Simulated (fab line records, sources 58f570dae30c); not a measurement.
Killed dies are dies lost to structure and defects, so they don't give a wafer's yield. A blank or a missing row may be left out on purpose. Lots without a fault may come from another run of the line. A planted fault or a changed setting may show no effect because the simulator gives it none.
fab line records | flow berkeley_cmos170
record lots=5 wafers=15 last_day=12
route steps=331 shown SILICIDE@211 CONTACT@216 M1@238
lots that met no fault: from a run of the same line without faults
start_h: hours from the record's first day to the start of the lot's first wafer shown | wait_h: hours since the lot's step before | " the same as in the row above | L1.1+2: a row that stands for several wafers | - no value, or no start given | * or withheld: withheld | < > ~ a bound
route shown NAME@n: a module of which the file shows steps, and the number in the route of the first | usual: mean/standard deviation of fault-free wafers | same: alike in all rows | chamber/n: place in a boat | sites: the reading at each site | _std_site: their standard deviation | _edge_site: outer sites' mean less inner sites' | radius_mm: how far each site lies from the wafer's centre | mask NAME#n: copy n | behind: the tool/chamber that last shaped the wafer | hold: why the lot was held/for how many hours/how that ended | device: the transistor (n, p or np) that didn't switch | end of line: the same wafers' tests at the end of the route | a step without rows: its recipe alone | killed: dies lost to structure and defects at the first sort, not the wafer's yield | map: a wafer's dies, x killed, . not, _ none there
set.NAME: the setting as run; set.NAME@STEP: as run at that earlier step | model.NAME: the simulator's own value behind a step, which no gauge read
lots at some steps of the route; a table a step, a row a wafer
services: from which hour (start_h, from the record's first day; less than 0 if before it) a tool's chamber was out of use, for how many hours, and why
## steps
# step UCB170_SILICIDE_SPUTTER_01
# recipe material=Ti target_thk_nm=30 time_s=25 power_w=1500 chamber_pressure_pa=0.5
# usual throttle_valve_pct=29.9/0.88
# columns lot.wafer tool chamber start_h wait_h throttle_valve_pct
L078.1 pvd_sputter-03 - 191.99 0.0 31.8
L078.2 " - " " 28.8
L078.5 " - " " 28.9
L079.2 pvd_sputter-02 - 201.57 0.0 29.2
L079.3 " - " " 29.0
L079.6 " - " " 29.1
L081.3 pvd_sputter-04 - 201.73 0.0 29.7
L081.4 " - " " 31.0
L081.5 " - " " 30.2
L092.2 pvd_sputter-04 - 253.33 0.0 28.8
L092.3 " - " " 30.0
L092.4 " - " " 29.5
L089.2 pvd_sputter-04 - 253.96 0.0 28.8
L089.3 " - " " 31.1
L089.6 " - " " 30.9
# step UCB170_SILICIDE_RS_MEAS_02
# recipe thk_meas_gauge=four-point-probe reads=Ti_of_SILICIDE_SPUTTER_01
# usual SILICIDE_TI_RS=26.1/0.39
# columns lot.wafer tool chamber start_h wait_h SILICIDE_TI_RS[ohm/sq]
L078.1 film_metro-01 - 192.02 0.0 26.0
L078.2 " - " " 26.2
L078.5 " - " " 26.1
L079.2 film_metro-02 - 201.62 0.0 26.1
L079.3 " - " " 25.6
L079.6 " - " " 25.6
L081.3 film_metro-04 - 201.80 0.1 26.3
L081.4 " - " " 26.3
L081.5 " - " " 25.9
L092.2 film_metro-01 - 253.38 0.0 26.1
L092.3 " - " " 25.9
L092.4 " - " " 26.1
L089.2 film_metro-02 - 254.01 0.0 26.8
L089.3 " - " " 26.6
L089.6 " - " " 26.6
# step UCB170_SILICIDE_THK_MEAS_03
# recipe thk_meas_gauge=xrf reads=Ti_of_SILICIDE_SPUTTER_01
# usual SILICIDE_TI_THK=29.8/0.41
# columns lot.wafer tool chamber start_h wait_h SILICIDE_TI_THK[nm]
L078.1 film_metro-01 - 192.14 0.1 30.1
L078.2 " - " " 30.0
L078.5 " - " " 29.9
L079.2 film_metro-02 - 201.73 0.1 29.6
L079.3 " - " " 30.2
L079.6 " - " " 30.3
L081.3 film_metro-04 - 201.90 0.1 29.7
L081.4 " - " " 29.6
L081.5 " - " " 30.1
L092.2 film_metro-01 - 253.49 0.1 29.7
L092.3 " - " " 29.9
L092.4 " - " " 30.0
L089.2 film_metro-02 - 254.12 0.1 29.0
L089.3 " - " " 29.2
L089.6 " - " " 29.2
# step UCB170_SILICIDE_RTA_04
# recipe temp_c=650 time_s=15 ambient=N2
# usual lamp_power_pct=11.02/0.21 wafer_temp_C_max=652.8/0.6
# columns lot.wafer tool chamber start_h wait_h lamp_power_pct wafer_temp_C_max
L078.1 rtp_anneal-01 0 192.20 0.1 11.23 653.3
L078.2 " 0 " " 11.23 653.0
L078.5 " 0 " " 11.23 652.6
L079.2 rtp_anneal-01 0 201.79 0.1 11.22 653.3
L079.3 " 0 " " 11.24 651.8
L079.6 " 0 " " 11.22 652.6
L081.3 rtp_anneal-02 0 201.97 0.1 10.81 653.4
L081.4 " 0 " " 10.80 652.1
L081.5 " 0 " " 10.83 653.3
L092.2 rtp_anneal-01 0 253.55 0.1 11.23 652.8
L092.3 " 0 " " 11.25 652.7
L092.4 " 0 " " 11.22 653.3
L089.2 rtp_anneal-02 0 254.18 0.1 10.80 653.7
L089.3 " 0 " " 10.81 653.5
L089.6 " 0 " " 10.81 653.3
# step UCB170_SILICIDE_WET_ETCH_05
# recipe chemistry=SPM time_s=45 temp_c=120 target=Ti
# columns lot.wafer tool chamber start_h wait_h
L078.1+2+5 wet_bench-02 0 192.28 0.1
L079.2+3+6 wet_bench-02 1 201.86 0.1
L081.3+4+5 wet_bench-02 0 202.02 0.0
L092.2+3+4 wet_bench-02 3 253.62 0.1
L089.2+3+6 wet_bench-02 3 254.27 0.1
# step UCB170_CONTACT_CLEAN_00
# recipe chemistry=SPM temp_c=120 time_s=600
# columns lot.wafer tool chamber start_h wait_h
L078.1+2+5 wet_bench-02 0 192.30 0.0
L079.2+3+6 wet_bench-01 3 201.88 0.0
L081.3+4+5 wet_bench-02 1 202.04 0.0
L092.2+3+4 wet_bench-02 2 253.64 0.0
L089.2+3+6 wet_bench-02 3 254.35 0.1
# step UCB170_CONTACT_CVD_01
# recipe material=PSG target_thk_nm=700 temp_c=450 precursor=SiH4/O2/PH3 time_s=2761 pressure_mtorr=300 sih4_flow_sccm=60 o2_flow_sccm=90 ph3_flow_sccm=25
# columns lot.wafer tool chamber start_h wait_h
L078.1+2+5 lpcvd-01 0 192.49 0.0
L079.2+3+6 lpcvd-01 1 202.05 0.0
L081.3+4+5 lpcvd-02 1 203.33 1.1
L092.2+3+4 lpcvd-02 1 253.81 0.0
L089.2+3+6 lpcvd-01 0 256.26 1.7
# step UCB170_CONTACT_THK_MEAS_02
# recipe reads=PSG_of_CONTACT_CVD_01
# usual CONTACT_PSG_THK=685/6.3
# columns lot.wafer tool chamber start_h wait_h CONTACT_PSG_THK[nm]
L078.1 film_metro-01 - 194.27 0.0 693
L078.2 " - " " 692
L078.5 " - " " 695
L079.2 film_metro-02 - 203.84 0.0 687
L079.3 " - " " 681
L079.6 " - " " 682
L081.3 film_metro-01 - 205.13 0.0 684
L081.4 " - " " 682
L081.5 " - " " 685
L092.2 film_metro-03 - 255.60 0.0 692
L092.3 " - " " 690
L092.4 " - " " 689
L089.2 film_metro-02 - 258.05 0.0 680
L089.3 " - " " 678
L089.6 " - " " 684
# step UCB170_CONTACT_HMDS_03
# recipe prime_time_s=60 prime_temp_c=100
# usual resist_line_temp_C=23.01/0.1
# columns lot.wafer tool chamber start_h wait_h resist_line_temp_C
L078.1 litho_track-04 0 194.71 0.4 22.87
L078.2 " 0 " " 22.91
L078.5 " 0 " " 22.89
L079.2 litho_track-04 0 203.95 0.1 23.00
L079.3 " 0 " " 23.00
L079.6 " 0 " " 23.12
L081.3 litho_track-01 0 205.22 0.1 22.83
L081.4 " 0 " " 22.96
L081.5 " 0 " " 23.02
L092.2 litho_track-03 0 255.77 0.2 23.09
L092.3 " 0 " " 23.04
L092.4 " 0 " " 23.06
L089.2 litho_track-03 0 258.13 0.1 23.06
L089.3 " 0 " " 23.14
L089.6 " 0 " " 23.09
# step UCB170_CONTACT_COAT_04
# recipe resist=KrF spin_rpm=1500 resist_thk_nm=900
# usual resist_line_temp_C=22.99/0.091
# columns lot.wafer tool chamber start_h wait_h resist_line_temp_C
L078.1 litho_track-04 0 194.86 0.1 22.94
L078.2 " 0 " " 22.91
L078.5 " 0 " " 22.97
L079.2 litho_track-04 0 204.10 0.1 22.94
L079.3 " 0 " " 23.00
L079.6 " 0 " " 23.08
L081.3 litho_track-01 0 205.37 0.1 23.03
L081.4 " 0 " " 23.00
L081.5 " 0 " " 23.07
L092.2 litho_track-03 0 255.92 0.1 22.98
L092.3 " 0 " " 22.96
L092.4 " 0 " " 23.09
L089.2 litho_track-03 0 258.28 0.1 22.87
L089.3 " 0 " " 23.05
L089.6 " 0 " " 22.87
# step UCB170_CONTACT_SOFTBAKE_05
# recipe resist=KrF temp_c=130 time_s=60
# usual plate_temp_C=129.96/0.13 resist_line_temp_C=23.01/0.093
# columns lot.wafer tool chamber start_h wait_h plate_temp_C resist_line_temp_C
L078.1 litho_track-04 0 195.01 0.1 130.01 23.07
L078.2 " 0 " " 130.11 23.11
L078.5 " 0 " " 130.08 23.06
L079.2 litho_track-04 0 204.25 0.1 130.04 23.10
L079.3 " 0 " " 129.92 22.98
L079.6 " 0 " " 129.89 23.06
L081.3 litho_track-01 0 205.52 0.1 129.93 22.88
L081.4 " 0 " " 129.89 22.82
L081.5 " 0 " " 129.96 22.77
L092.2 litho_track-03 0 256.07 0.1 130.01 23.07
L092.3 " 0 " " 130.16 22.96
L092.4 " 0 " " 129.99 22.99
L089.2 litho_track-03 0 258.43 0.1 129.78 22.90
L089.3 " 0 " " 130.02 23.07
L089.6 " 0 " " 129.83 23.16
# step UCB170_CONTACT_STRIP_06
# recipe chemistry=O2 power_w=400 pressure_mtorr=3500 platen_temp_c=withheld o2_flow_sccm=400 overash_fraction=0.5
# usual drypump_motor_current_A=5.7/0.35 oes_product_au=0.734/0.0041 strip_time_to_endpoint_s=21.98/0.05
# columns lot.wafer tool chamber start_h wait_h drypump_motor_current_A oes_product_au rf_hours_counter_h strip_time_to_endpoint_s
L078.1 plasma_asher-01 0 195.16 0.1 5.6 0.739 49 21.95
L078.2 " 1 " " 5.9 0.739 49 21.99
L078.5 " 0 " " 5.6 0.735 - 21.96
L079.2 plasma_asher-04 1 204.37 0.1 5.0 0.728 41 21.97
L079.3 " 1 " " 5.0 0.731 - 21.97
L079.6 " 0 " " 5.9 0.730 - 21.87
L081.3 plasma_asher-04 0 205.66 0.1 5.9 0.741 - 21.92
L081.4 " 1 " " 5.0 0.737 - 21.92
L081.5 " 1 " " 5.1 0.731 - 22.01
L092.2 plasma_asher-04 1 256.20 0.1 5.0 0.735 46 21.99
L092.3 " 0 " " 5.9 0.730 - 21.96
L092.4 " 1 " " 5.0 0.732 - 21.96
L089.2 plasma_asher-03 1 258.55 0.1 5.7 0.732 52 21.95
L089.3 " 0 " " 6.1 0.736 - 21.99
L089.6 " 0 " " 6.1 0.733 - 22.06
# step UCB170_CONTACT_CLEAN_07
# recipe chemistry=SPM temp_c=120 time_s=600
# columns lot.wafer tool chamber start_h wait_h
L078.1+2+5 wet_bench-04 0 195.26 0.1
L079.2+3+6 wet_bench-02 2 204.47 0.1
L081.3+4+5 wet_bench-02 2 205.74 0.1
L092.2+3+4 wet_bench-02 1 256.30 0.1
L089.2+3+6 wet_bench-02 0 258.65 0.1
# step UCB170_CONTACT_RTA_08
# recipe temp_c=900 time_s=10 ambient=N2
# usual lamp_power_pct=25.7/0.49 wafer_temp_C_max=904.0/0.88
# columns lot.wafer tool chamber start_h wait_h lamp_power_pct wafer_temp_C_max
L078.1 rtp_anneal-02 0 195.43 0.0 25.2 903.8
L078.2 " 0 " " 25.2 903.5
L078.5 " 0 " " 25.2 903.5
L079.2 rtp_anneal-02 0 204.66 0.0 25.2 904.2
L079.3 " 0 " " 25.2 904.8
L079.6 " 0 " " 25.2 905.7
L081.3 rtp_anneal-01 0 205.94 0.0 26.2 902.6
L081.4 " 0 " " 26.2 903.2
L081.5 " 0 " " 26.2 904.1
L092.2 rtp_anneal-01 0 256.48 0.0 26.2 904.8
L092.3 " 0 " " 26.2 904.1
L092.4 " 0 " " 26.1 905.0
L089.2 rtp_anneal-02 0 258.84 0.0 25.2 904.1
L089.3 " 0 " " 25.2 905.2
L089.6 " 0 " " 25.2 903.7
# step UCB170_CONTACT_COAT_09
# recipe resist=BARC temp_c=withheld time_s=withheld spin_rpm=3000 resist_thk_nm=withheld
# usual resist_line_temp_C=*
# columns lot.wafer tool chamber start_h wait_h resist_line_temp_C
L078.1 litho_track-04 0 195.71 0.3 *
L078.2 " 0 " " *
L078.5 " 0 " " *
L079.2 litho_track-04 0 204.74 0.1 *
L079.3 " 0 " " *
L079.6 " 0 " " *
L081.3 litho_track-04 0 206.35 0.4 *
L081.4 " 0 " " *
L081.5 " 0 " " *
L092.2 litho_track-03 0 256.56 0.1 *
L092.3 " 0 " " *
L092.4 " 0 " " *
L089.2 litho_track-04 0 258.92 0.1 *
L089.3 " 0 " " *
L089.6 " 0 " " *
# step UCB170_CONTACT_COAT_10
# recipe resist=KrF spin_rpm=1500 resist_thk_nm=900
# usual resist_line_temp_C=23.02/0.097
# columns lot.wafer tool chamber start_h wait_h resist_line_temp_C
L078.1 litho_track-04 0 - - 23.10
L078.2 " 0 " " 23.17
L078.5 " 0 " " 23.05
L079.2 litho_track-04 0 - - 23.03
L079.3 " 0 " " 22.83
L079.6 " 0 " " 22.95
L081.3 litho_track-04 0 - - 23.02
L081.4 " 0 " " 23.04
L081.5 " 0 " " 22.98
L092.2 litho_track-03 0 - - 22.92
L092.3 " 0 " " 23.10
L092.4 " 0 " " 23.26
L089.2 litho_track-04 0 - - 23.00
L089.3 " 0 " " 22.87
L089.6 " 0 " " 22.88
# step UCB170_CONTACT_SOFTBAKE_11
# recipe resist=KrF temp_c=130 time_s=60
# usual plate_temp_C=130.01/0.13 resist_line_temp_C=23.00/0.11
# columns lot.wafer tool chamber start_h wait_h plate_temp_C resist_line_temp_C
L078.1 litho_track-04 0 - - 130.00 23.03
L078.2 " 0 " " 130.05 22.93
L078.5 " 0 " " 130.23 22.95
L079.2 litho_track-04 0 - - 130.18 22.97
L079.3 " 0 " " 130.12 22.98
L079.6 " 0 " " 129.92 23.11
L081.3 litho_track-04 0 - - 129.92 22.75
L081.4 " 0 " " 130.34 23.00
L081.5 " 0 " " 130.03 22.88
L092.2 litho_track-03 0 - - 130.26 23.22
L092.3 " 0 " " 130.22 22.79
L092.4 " 0 " " 130.21 22.96
L089.2 litho_track-04 0 - - 130.05 22.95
L089.3 " 0 " " 129.90 22.87
L089.6 " 0 " " 130.00 22.75
# step UCB170_CONTACT_EXPOSE_12
# recipe mask_id=CONT target_cd_nm=700 na=0.5 sigma_outer=0.6 source_shape=conventional dose_mj=35
# usual reticle_temp_C=23.00/0.12
# columns lot.wafer tool chamber start_h wait_h mask reticle_temp_C
L078.1 krf_scanner-02 0 196.16 - CONT#0 23.23
L078.2 " 0 " " CONT#0 23.15
L078.5 " 0 " " CONT#0 23.03
L079.2 krf_scanner-01 0 205.31 - CONT#0 23.14
L079.3 " 0 " " CONT#0 23.14
L079.6 " 0 " " CONT#0 23.06
L081.3 krf_scanner-01 0 206.79 - CONT#0 22.84
L081.4 " 0 " " CONT#0 22.92
L081.5 " 0 " " CONT#0 22.96
L092.2 krf_scanner-01 0 257.01 - CONT#0 23.06
L092.3 " 0 " " CONT#0 23.07
L092.4 " 0 " " CONT#0 22.94
L089.2 krf_scanner-02 0 259.49 - CONT#0 22.95
L089.3 " 0 " " CONT#0 22.82
L089.6 " 0 " " CONT#0 22.92
# step UCB170_CONTACT_PEB_13
# recipe peb_temp_c=130 peb_time_s=withheld resist=KrF
# usual plate_temp_C=130.00/0.11 resist_line_temp_C=23.01/0.11
# columns lot.wafer tool chamber start_h wait_h plate_temp_C resist_line_temp_C
L078.1 litho_track-04 0 196.43 0.3 129.83 23.15
L078.2 " 0 " " 129.99 23.29
L078.5 " 0 " " 130.00 22.99
L079.2 litho_track-03 0 205.43 0.1 130.00 23.05
L079.3 " 0 " " 129.98 23.04
L079.6 " 0 " " 130.04 22.98
L081.3 litho_track-03 0 207.04 0.2 129.99 22.89
L081.4 " 0 " " 130.13 22.92
L081.5 " 0 " " 130.02 23.12
L092.2 litho_track-03 0 257.13 0.1 129.93 22.86
L092.3 " 0 " " 129.95 22.87
L092.4 " 0 " " 129.95 22.91
L089.2 litho_track-04 0 259.61 0.1 129.83 23.10
L089.3 " 0 " " 129.84 23.08
L089.6 " 0 " " 130.00 23.10
# step UCB170_CONTACT_DEVELOP_14
# recipe developer=TMAH develop_time_s=45 resist=KrF dev_temp_c=21
# usual resist_line_temp_C=22.99/0.11
# columns lot.wafer tool chamber start_h wait_h resist_line_temp_C
L078.1 litho_track-04 0 - - 22.98
L078.2 " 0 " " 22.99
L078.5 " 0 " " 22.97
L079.2 litho_track-03 0 - - 22.96
L079.3 " 0 " " 22.88
L079.6 " 0 " " 22.90
L081.3 litho_track-03 0 - - 23.00
L081.4 " 0 " " 23.03
L081.5 " 0 " " 22.96
L092.2 litho_track-03 0 - - 23.06
L092.3 " 0 " " 23.08
L092.4 " 0 " " 22.92
L089.2 litho_track-04 0 - - 22.96
L089.3 " 0 " " 23.13
L089.6 " 0 " " 22.88
# step UCB170_CONTACT_CD_MEAS_15
# recipe target_cd_nm=700
# usual cd_nm=699.4/1.2
# columns lot.wafer tool chamber start_h wait_h cd_nm
L078.1 cd_sem-02 - 196.71 - 698.3
L078.2 " - " " 698.8
L078.5 " - " " 700.4
L079.2 cd_sem-02 - 205.70 - 700.1
L079.3 " - " " 700.6
L079.6 " - " " 701.5
L081.3 cd_sem-01 - 207.51 - 698.1
L081.4 " - " " 697.9
L081.5 " - " " 697.5
L092.2 cd_sem-02 - 257.40 - 698.9
L092.3 " - " " 698.3
L092.4 " - " " 699.2
L089.2 cd_sem-02 - 259.88 - 700.7
L089.3 " - " " 699.3
L089.6 " - " " 699.9
# step UCB170_CONTACT_OVL_MEAS_16
# usual CONTACT_OVL=-1/5.9
# columns lot.wafer tool chamber start_h wait_h CONTACT_OVL[nm]
L078.1 overlay-02 - 196.83 0.1 1
L078.2 " - " " 4
L078.5 " - " " 9
L079.2 overlay-01 - 205.81 0.1 5
L079.3 " - " " 4
L079.6 " - " " 0
L081.3 overlay-02 - 207.60 0.1 3
L081.4 " - " " 5
L081.5 " - " " 3
L092.2 overlay-02 - 257.51 0.1 -5
L092.3 " - " " 1
L092.4 " - " " -2
L089.2 overlay-01 - 259.99 0.1 3
L089.3 " - " " -12
L089.6 " - " " 4
# step UCB170_CONTACT_ETCH_17
# recipe chemistry=N2/H2 target_depth_a=withheld overetch_a=withheld target=BARC time_s=withheld source_w=500 bias_w=100 pressure_mtorr=30 n2_flow_sccm=100 h2_flow_sccm=200
# usual drypump_motor_current_A=5.75/0.23 oes_product_au=0.99/0.035 throttle_valve_pct=13.27/0.14
# columns lot.wafer tool chamber start_h wait_h drypump_motor_current_A oes_product_au throttle_valve_pct
L078.1 rie_diel-03 1 196.86 0.0 5.68 1.02 13.62
L078.2 " 2 " " 6.15 1.00 13.11
L078.5 " 1 " " 5.71 1.02 13.61
L079.2 rie_diel-04 1 205.84 0.0 5.59 1.02 13.45
L079.3 " 2 " " 5.77 1.02 13.19
L079.6 " 2 " " 5.76 1.02 13.18
L081.3 rie_diel-01 1 207.62 0.0 6.00 1.00 13.20
L081.4 " 2 " " 6.00 0.99 13.39
L081.5 " 2 " " 6.02 0.98 13.38
L092.2 rie_diel-04 1 257.54 0.0 5.59 1.01 13.47
L092.3 " 0 " " 5.74 1.01 13.19
L092.4 " 2 " " 5.76 1.01 13.18
L089.2 rie_diel-04 2 260.02 0.0 5.75 1.01 13.18
L089.3 " 1 " " 5.57 1.02 13.45
L089.6 " 1 " " 5.57 1.01 13.46
# step UCB170_CONTACT_ETCH_18
# recipe chemistry=CHF3/CF4/Ar target=PSG stop_on=TiSi2 CHF3_flow_sccm=45 cf4_flow_sccm=15 Ar_flow_sccm=150 pressure_mtorr=200 rf_w=700 target_depth_a=8400 over_etch_frac=0.2 time_s=195
# usual cf4_flow_sccm=15.00/0.043 drypump_motor_current_A=5.75/0.23 oes_product_au=0.881/0.016 throttle_valve_pct=6.88/0.12
# columns lot.wafer tool chamber start_h wait_h cf4_flow_sccm drypump_motor_current_A oes_product_au rf_hours_counter_h throttle_valve_pct
L078.1 rie_diel-03 1 - - 15.01 5.69 0.908 130 7.07
L078.2 " 2 " " 15.04 6.16 0.879 98 6.80
L078.5 " 1 " " 15.00 5.70 0.901 - 7.07
L079.2 rie_diel-04 1 - - 14.93 5.58 0.888 1 7.07
L079.3 " 2 " " 14.96 5.78 0.882 92 6.94
L079.6 " 2 " " 14.92 5.79 0.895 - 6.92
L081.3 rie_diel-01 1 - - 14.96 6.02 0.876 110 6.75
L081.4 " 2 " " 14.99 6.04 0.885 80 6.89
L081.5 " 2 " " 14.95 6.04 0.876 - 6.88
L092.2 rie_diel-04 1 - - 15.02 5.57 0.901 4 7.09
L092.3 " 0 " " 15.04 5.75 0.914 18 6.75
L092.4 " 2 " " 14.89 5.79 0.900 95 6.90
L089.2 rie_diel-04 2 - - 14.97 5.76 0.888 95 6.88
L089.3 " 1 " " 14.98 5.57 0.880 4 7.10
L089.6 " 1 " " 15.04 5.57 0.892 - 7.08
# step UCB170_CONTACT_STRIP_19
# recipe chemistry=O2 power_w=400 pressure_mtorr=3500 platen_temp_c=withheld o2_flow_sccm=400 overash_fraction=0.5
# usual drypump_motor_current_A=5.7/0.31 oes_product_au=0.726/0.0043
# columns lot.wafer tool chamber start_h wait_h drypump_motor_current_A oes_product_au rf_hours_counter_h
L078.1 plasma_asher-04 0 197.03 - 5.9 0.719 40
L078.2 " 1 " " 5.0 0.735 40
L078.5 " 0 " " 5.9 0.732 -
L079.2 plasma_asher-01 0 206.01 - 5.6 0.726 51
L079.3 " 1 " " 5.9 0.728 -
L079.6 " 0 " " 5.6 0.725 -
L081.3 plasma_asher-03 0 207.82 - 6.1 0.724 -
L081.4 " 1 " " 5.7 0.726 -
L081.5 " 0 " " 6.1 0.723 -
L092.2 plasma_asher-03 1 257.70 - 5.7 0.727 52
L092.3 " 0 " " 6.1 0.721 -
L092.4 " 1 " " 5.7 0.733 -
L089.2 plasma_asher-04 0 260.19 - 5.9 0.730 47
L089.3 " 0 " " 5.9 0.725 -
L089.6 " 0 " " 5.9 0.730 -
# step UCB170_CONTACT_CD_MEAS_90
# recipe target_cd_nm=700
# usual cd_nm=699.2/1.8
# columns lot.wafer tool chamber start_h wait_h cd_nm
L078.1 cd_sem-02 - 197.13 0.1 698.2
L078.2 " - " " 697.9
L078.5 " - " " 699.9
L079.2 cd_sem-01 - 206.13 0.1 702.0
L079.3 " - " " 701.0
L079.6 " - " " 701.5
L081.3 cd_sem-02 - 207.93 0.1 699.2
L081.4 " - " " 697.1
L081.5 " - " " 696.2
L092.2 cd_sem-01 - 257.82 0.1 699.9
L092.3 " - " " 695.9
L092.4 " - " " 698.9
L089.2 cd_sem-02 - 260.31 0.1 700.6
L089.3 " - " " 701.1
L089.6 " - " " 702.4
# step UCB170_CONTACT_CLEAN_20
# recipe chemistry=SPM temp_c=120 time_s=600
# columns lot.wafer tool chamber start_h wait_h
L078.1+2+5 wet_bench-02 1 197.25 0.1
L079.2+3+6 wet_bench-02 2 206.23 0.1
L081.3+4+5 wet_bench-02 2 208.01 0.1
L092.2+3+4 wet_bench-02 1 257.92 0.1
L089.2+3+6 wet_bench-02 2 260.41 0.1
# step UCB170_M1_SPUTTER_00
# recipe material=Al target_thk_nm=600 time_s=80 power_w=6000 chamber_pressure_pa=0.5
# usual throttle_valve_pct=30.1/0.9
# columns lot.wafer tool chamber start_h wait_h throttle_valve_pct
L078.1 pvd_sputter-04 - 197.43 0.0 29.6
L078.2 " - " " 28.9
L078.5 " - " " 30.4
L079.2 pvd_sputter-04 - 206.40 0.0 31.0
L079.3 " - " " 29.7
L079.6 " - " " 29.7
L081.3 pvd_sputter-01 - 208.18 0.0 32.2
L081.4 " - " " 32.4
L081.5 " - " " 29.9
L092.2 pvd_sputter-01 - 258.10 0.0 29.9
L092.3 " - " " 29.6
L092.4 " - " " 32.5
L089.2 pvd_sputter-01 - 260.58 0.0 30.0
L089.3 " - " " 30.2
L089.6 " - " " 30.5
# step UCB170_M1_RS_MEAS_01
# recipe thk_meas_gauge=four-point-probe reads=Al_of_M1_SPUTTER_00
# usual M1_AL_RS=0.0487/0.00075
# columns lot.wafer tool chamber start_h wait_h M1_AL_RS[ohm/sq]
L078.1 film_metro-03 - 197.49 0.0 0.0483
L078.2 " - " " 0.0490
L078.5 " - " " 0.0499
L079.2 film_metro-04 - 206.48 0.1 0.0485
L079.3 " - " " 0.0480
L079.6 " - " " 0.0479
L081.3 film_metro-04 - 208.29 0.1 0.0476
L081.4 " - " " 0.0477
L081.5 " - " " 0.0492
L092.2 film_metro-03 - 258.18 0.1 0.0495
L092.3 " - " " 0.0490
L092.4 " - " " 0.0477
L089.2 film_metro-02 - 260.66 0.1 0.0491
L089.3 " - " " 0.0483
L089.6 " - " " 0.0487
# step UCB170_M1_THK_MEAS_02
# recipe thk_meas_gauge=xrf reads=Al_of_M1_SPUTTER_00
# usual M1_AL_THK=598/9.4
# columns lot.wafer tool chamber start_h wait_h M1_AL_THK[nm]
L078.1 film_metro-03 - 197.61 0.1 604
L078.2 " - " " 597
L078.5 " - " " 589
L079.2 film_metro-04 - 206.59 0.1 601
L079.3 " - " " 614
L079.6 " - " " 608
L081.3 film_metro-04 - 208.39 0.1 611
L081.4 " - " " 613
L081.5 " - " " 593
L092.2 film_metro-03 - 258.29 0.1 590
L092.3 " - " " 592
L092.4 " - " " 608
L089.2 film_metro-02 - 260.77 0.1 592
L089.3 " - " " 602
L089.6 " - " " 597
# step UCB170_M1_COAT_03
# recipe resist=BARC temp_c=withheld time_s=withheld spin_rpm=3000 resist_thk_nm=withheld
# usual resist_line_temp_C=*
# columns lot.wafer tool chamber start_h wait_h resist_line_temp_C
L078.1 litho_track-03 0 197.77 0.2 *
L078.2 " 0 " " *
L078.5 " 0 " " *
L079.2 litho_track-01 0 206.81 0.2 *
L079.3 " 0 " " *
L079.6 " 0 " " *
L081.3 litho_track-03 0 208.48 0.1 *
L081.4 " 0 " " *
L081.5 " 0 " " *
L092.2 litho_track-03 0 258.58 0.3 *
L092.3 " 0 " " *
L092.4 " 0 " " *
L089.2 litho_track-02 0 260.85 0.1 *
L089.3 " 0 " " *
L089.6 " 0 " " *
# step UCB170_M1_COAT_04
# recipe resist=KrF spin_rpm=1500 resist_thk_nm=900
# usual resist_line_temp_C=23.01/0.1
# columns lot.wafer tool chamber start_h wait_h resist_line_temp_C
L078.1 litho_track-03 0 - - 22.85
L078.2 " 0 " " 22.96
L078.5 " 0 " " 23.08
L079.2 litho_track-01 0 - - 23.05
L079.3 " 0 " " 23.01
L079.6 " 0 " " 23.09
L081.3 litho_track-03 0 - - 23.11
L081.4 " 0 " " 22.97
L081.5 " 0 " " 22.88
L092.2 litho_track-03 0 - - 23.03
L092.3 " 0 " " 23.02
L092.4 " 0 " " 23.05
L089.2 litho_track-02 0 - - 22.94
L089.3 " 0 " " 23.15
L089.6 " 0 " " 22.89
# step UCB170_M1_SOFTBAKE_05
# recipe resist=KrF temp_c=130 time_s=60
# usual plate_temp_C=129.98/0.15 resist_line_temp_C=23.01/0.11
# columns lot.wafer tool chamber start_h wait_h plate_temp_C resist_line_temp_C
L078.1 litho_track-03 0 - - 129.83 23.09
L078.2 " 0 " " 130.10 23.16
L078.5 " 0 " " 130.23 22.98
L079.2 litho_track-01 0 - - 130.09 22.99
L079.3 " 0 " " 130.15 23.11
L079.6 " 0 " " 130.09 23.13
L081.3 litho_track-03 0 - - 129.95 22.95
L081.4 " 0 " " 129.99 22.99
L081.5 " 0 " " 130.01 23.05
L092.2 litho_track-03 0 - - 129.88 23.03
L092.3 " 0 " " 129.79 23.05
L092.4 " 0 " " 130.09 23.21
L089.2 litho_track-02 0 - - 129.87 23.14
L089.3 " 0 " " 130.06 23.08
L089.6 " 0 " " 130.05 23.01
# step UCB170_M1_EXPOSE_06
# recipe mask_id=METAL1 target_cd_nm=700 na=0.5 sigma_outer=0.6 source_shape=conventional dose_mj=21
# usual reticle_temp_C=23.01/0.11
# columns lot.wafer tool chamber start_h wait_h mask reticle_temp_C
L078.1 krf_scanner-01 0 198.34 - METAL1#0 22.87
L078.2 " 0 " " METAL1#0 22.95
L078.5 " 0 " " METAL1#0 22.96
L079.2 krf_scanner-01 0 207.38 - METAL1#0 23.03
L079.3 " 0 " " METAL1#0 23.16
L079.6 " 0 " " METAL1#0 23.07
L081.3 krf_scanner-02 0 209.04 - METAL1#0 22.90
L081.4 " 0 " " METAL1#0 22.96
L081.5 " 0 " " METAL1#0 22.82
L092.2 krf_scanner-01 0 259.02 - METAL1#0 22.92
L092.3 " 0 " " METAL1#0 22.85
L092.4 " 0 " " METAL1#0 22.93
L089.2 krf_scanner-01 0 261.42 - METAL1#0 22.94
L089.3 " 0 " " METAL1#0 22.96
L089.6 " 0 " " METAL1#0 22.99
## services
# columns tool chamber start_h hours kind
plasma_asher-04 - 168.24 6.5 repair
rie_diel-03 3 169.00 4.3 repair
plasma_asher-01 - 169.57 2.2 repair
rie_diel-04 1 175.09 - clean
rie_diel-04 1 175.09 19.4 scheduled_down
rie_diel-04 1 175.09 19.4 vent_cycle
lpcvd-02 - 179.77 1.0 repair
rie_diel-03 0 195.64 1.5 repair
wet_bench-01 - 210.67 4.9 repair
krf_scanner-01 - 212.82 1.3 pm
plasma_asher-04 - 221.93 5.0 repair
rie_diel-01 0 222.67 13.2 repair
pvd_sputter-04 - 222.88 5.4 repair
krf_scanner-01 0 225.48 - calibration
rie_diel-04 2 230.42 2.7 repair
krf_scanner-02 - 237.70 3.0 repair
krf_scanner-02 - 238.10 1.9 repair
rie_diel-03 1 240.11 23.5 repair
krf_scanner-02 - 247.37 1.0 repair
rie_diel-01 3 259.51 - clean
rie_diel-01 3 259.51 23.7 scheduled_down
rie_diel-01 3 259.51 23.7 vent_cycle
## key
fault none
